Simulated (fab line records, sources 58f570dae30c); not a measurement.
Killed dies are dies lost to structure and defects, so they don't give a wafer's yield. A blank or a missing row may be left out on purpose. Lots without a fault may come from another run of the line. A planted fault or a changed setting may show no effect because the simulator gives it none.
Which tool did it? | flow berkeley_cmos170 | 14 lots, 42 wafers sampled, at 4 steps of a route of 331

WHAT THE GAUGES READ, wafer by wafer
UCB170_SACOX_THK_MEAS_02.
lot  | measured    | on            | SACOX_OXIDE_THK (nm)
L118 | day 5 08:45 | film_metro-01 | 14.96 14.63 14.93
L119 | day 5 18:11 | film_metro-02 | 14.47 14.47 14.40
L120 | day 5 18:11 | film_metro-01 | 14.27 14.26 14.27
L121 | day 6 05:26 | film_metro-02 | 14.95 14.85 14.75
L122 | day 6 05:26 | film_metro-03 | 14.48 14.49 14.43
L125 | day 6 07:52 | film_metro-03 | 14.76 14.68 14.39
L126 | day 6 17:17 | film_metro-01 | 14.98 14.91 14.87
L129 | day 7 08:10 | film_metro-03 | 14.50 14.37 14.42
L131 | day 7 19:44 | film_metro-01 | 14.39 14.56 14.66
L134 | day 8 21:30 | film_metro-02 | 14.24 14.29 14.23
L138 | day 8 21:26 | film_metro-02 | 14.52 14.35 14.63
L140 | day 9 07:37 | film_metro-02 | 14.60 14.56 14.58
L139 | day 9 07:37 | film_metro-01 | 14.53 14.55 14.54
L141 | day 9 18:38 | film_metro-03 | 14.22 14.55 14.45

UCB170_NLDD_CD_MEAS_06: target cd 1200 nm.
lot  | measured     | on        | cd_nm (nm)
L118 | day 6 12:01  | cd_sem-01 | 1200.1 1199.9 1200.8
L119 | day 6 21:50  | cd_sem-01 | 1202.2 1199.9 1200.3
L120 | day 6 21:29  | cd_sem-02 | 1198.0 1199.0 1197.3
L121 | day 7 10:13  | cd_sem-01 | 1173.8 1174.3 1175.2
L122 | day 7 09:40  | cd_sem-02 | 1198.4 1199.9 1199.7
L125 | day 7 12:00  | cd_sem-01 | 1172.5 1173.5 1174.7
L126 | day 8 01:40  | cd_sem-01 | 1200.3 1200.8 1199.8
L129 | day 8 16:13  | cd_sem-01 | 1200.4 1198.7 1197.3
L131 | day 9 00:08  | cd_sem-01 | 1198.6 1197.9 1197.4
L134 | day 10 02:06 | cd_sem-01 | 1198.8 1197.8 1198.3
L138 | day 10 01:23 | cd_sem-01 | 1199.4 1199.7 1199.0
L140 | day 10 10:43 | cd_sem-01 | 1200.7 1200.4 1200.7
L139 | day 10 08:26 | cd_sem-01 | 1197.6 1197.1 1198.2
L141 | day 11 01:43 | cd_sem-01 | 1199.1 1198.6 1198.7

WHICH TOOL RAN EACH LOT (tool, then ch and the chambers of the sampled wafers, then the start)
lot  | UCB170_PFIELD_STRIP_08              | UCB170_NLDD_SOFTBAKE_02
L118 | plasma_asher-04 ch 0,1, day 4 08:30 | litho_track-01 ch 0, day 6 10:19
L119 | plasma_asher-04 ch 0,1, day 4 23:55 | litho_track-03 ch 0, day 6 20:58
L120 | plasma_asher-01 ch 0,1, day 5 00:10 | litho_track-04 ch 0, day 6 20:24
L121 | plasma_asher-04 ch 0,1, day 5 11:22 | litho_track-03 ch 0, day 7 09:33
L122 | plasma_asher-03 ch 0,1, day 5 11:47 | litho_track-03 ch 0, day 7 09:00
L125 | plasma_asher-01 ch 0,1, day 5 16:48 | litho_track-03 ch 0, day 7 11:09
L126 | plasma_asher-04 ch 0, day 5 21:59   | litho_track-01 ch 0, day 8 00:05
L129 | plasma_asher-03 ch 0,1, day 6 15:40 | litho_track-04 ch 0, day 8 15:33
L131 | plasma_asher-01 ch 0,1, day 6 23:21 | litho_track-01 ch 0, day 8 22:55
L134 | plasma_asher-03 ch 0,1, day 8 02:18 | litho_track-01 ch 0, day 10 00:52
L138 | plasma_asher-03 ch 0,1, day 8 04:54 | litho_track-04 ch 0, day 10 00:01
L140 | plasma_asher-03 ch 0,1, day 8 14:33 | litho_track-01 ch 0, day 10 09:22
L139 | plasma_asher-01 ch 0,1, day 8 14:56 | litho_track-01 ch 0, day 10 07:37
L141 | plasma_asher-04 ch 0,1, day 9 02:15 | litho_track-01 ch 0, day 11 01:11
- UCB170_PFIELD_STRIP_08: strips in O2.
- UCB170_NLDD_SOFTBAKE_02: time 60 s.

WHAT THE TOOLS THEMSELVES READ (means of the sampled wafers that have a number; where no wafer has one, the mark that the record gives instead)
UCB170_PFIELD_STRIP_08.
lot  | tool            | drypump_motor_current_A (A) | oes_product_au (a.u.) | strip_time_to_endpoint_s (s)
L118 | plasma_asher-04 | 6.0                         | 0.735                 | 21.68
L119 | plasma_asher-04 | 6.0                         | 0.737                 | 21.62
L120 | plasma_asher-01 | 4.9                         | 0.736                 | 21.65
L121 | plasma_asher-04 | 6.3                         | 0.733                 | 21.67
L122 | plasma_asher-03 | 6.4                         | 0.735                 | 21.53
L125 | plasma_asher-01 | 4.9                         | 0.738                 | 21.60
L126 | plasma_asher-04 | 6.5                         | 0.731                 | 21.60
L129 | plasma_asher-03 | 6.4                         | 0.734                 | 21.61
L131 | plasma_asher-01 | 4.9                         | 0.737                 | 21.60
L134 | plasma_asher-03 | 6.2                         | 0.735                 | 21.66
L138 | plasma_asher-03 | 6.4                         | 0.730                 | 21.60
L140 | plasma_asher-03 | 6.2                         | 0.736                 | 21.59
L139 | plasma_asher-01 | 4.8                         | 0.736                 | 21.59
L141 | plasma_asher-04 | 6.3                         | 0.732                 | 21.72

UCB170_NLDD_SOFTBAKE_02.
lot  | tool           | heater_power_total_W (W) | plate_temp_C (C)
L118 | litho_track-01 | 56.81                    | 130.03
L119 | litho_track-03 | 56.79                    | 129.85
L120 | litho_track-04 | 56.84                    | 130.11
L121 | litho_track-03 | 47.52                    | 113.44
L122 | litho_track-03 | 56.82                    | 130.09
L125 | litho_track-03 | 47.51                    | 113.31
L126 | litho_track-01 | 56.81                    | 130.03
L129 | litho_track-04 | 56.80                    | 129.99
L131 | litho_track-01 | 56.78                    | 130.23
L134 | litho_track-01 | 56.77                    | 130.00
L138 | litho_track-04 | 56.77                    | 130.01
L140 | litho_track-01 | 56.83                    | 129.86
L139 | litho_track-01 | 56.80                    | 129.95
L141 | litho_track-01 | 56.80                    | 130.17

THE ANSWER, worked out from the rows above alone
Rule: what is usual is taken from the lots themselves. Put in order of their means at a reading, lots are off if they are a third of the lots or fewer, leave a main group of 4 or more, and stand apart from it by a gap of 3 or more times the standard deviation of the main group's means; of several such gaps the widest counts. A main group whose means are all the same, to the digits that the tables above print for the reading, isn't used. A lot without any number at a reading at which 4 lots or more have one is off too. The other lots that the step has rows for count as sound. The gauges are gone through in route order, then the tools' own readings, and for those a lot's mean is taken as printed above. The first step at which some lot is off is used, and at that step the reading that is off furthest; a lot without a number counts as furthest.
Off: L121, L125, at UCB170_NLDD_CD_MEAS_06 (cd_nm). The main group: mean 1199.2 nm, standard deviation 1.
A tool fits if, at a process step before that reading, it ran every lot that is off, and no sound lot after the first of them. The gauges at UCB170_NLDD_CD_MEAS_06 aren't tried: what is off there is off at UCB170_NLDD_SOFTBAKE_02 too, on other tools, and a gauge's error can't cause that. One fits: litho_track-03 at UCB170_NLDD_SOFTBAKE_02. Its last sound lot is L122 (day 7 09:00), its first lot that is off L121 (day 7 09:33): a fault that began between those two fits.
The tool's own readings at UCB170_NLDD_SOFTBAKE_02 bear it out: on the lots that are off they differ by more than 5 times the standard deviation of the sound lots' means. heater_power_total_W reads 47.52 W there against 56.80 W on the sound lots; plate_temp_C reads 113.38 C there against 130.03 C on the sound lots.

WHAT THE SIMULATOR HAD PUT IN
Process parameter drift: litho_track-03, from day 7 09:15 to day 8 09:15, at UCB170_NLDD_SOFTBAKE_02. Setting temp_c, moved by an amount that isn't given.
Lots struck among those shown: L121, L125. The rule above found the same.
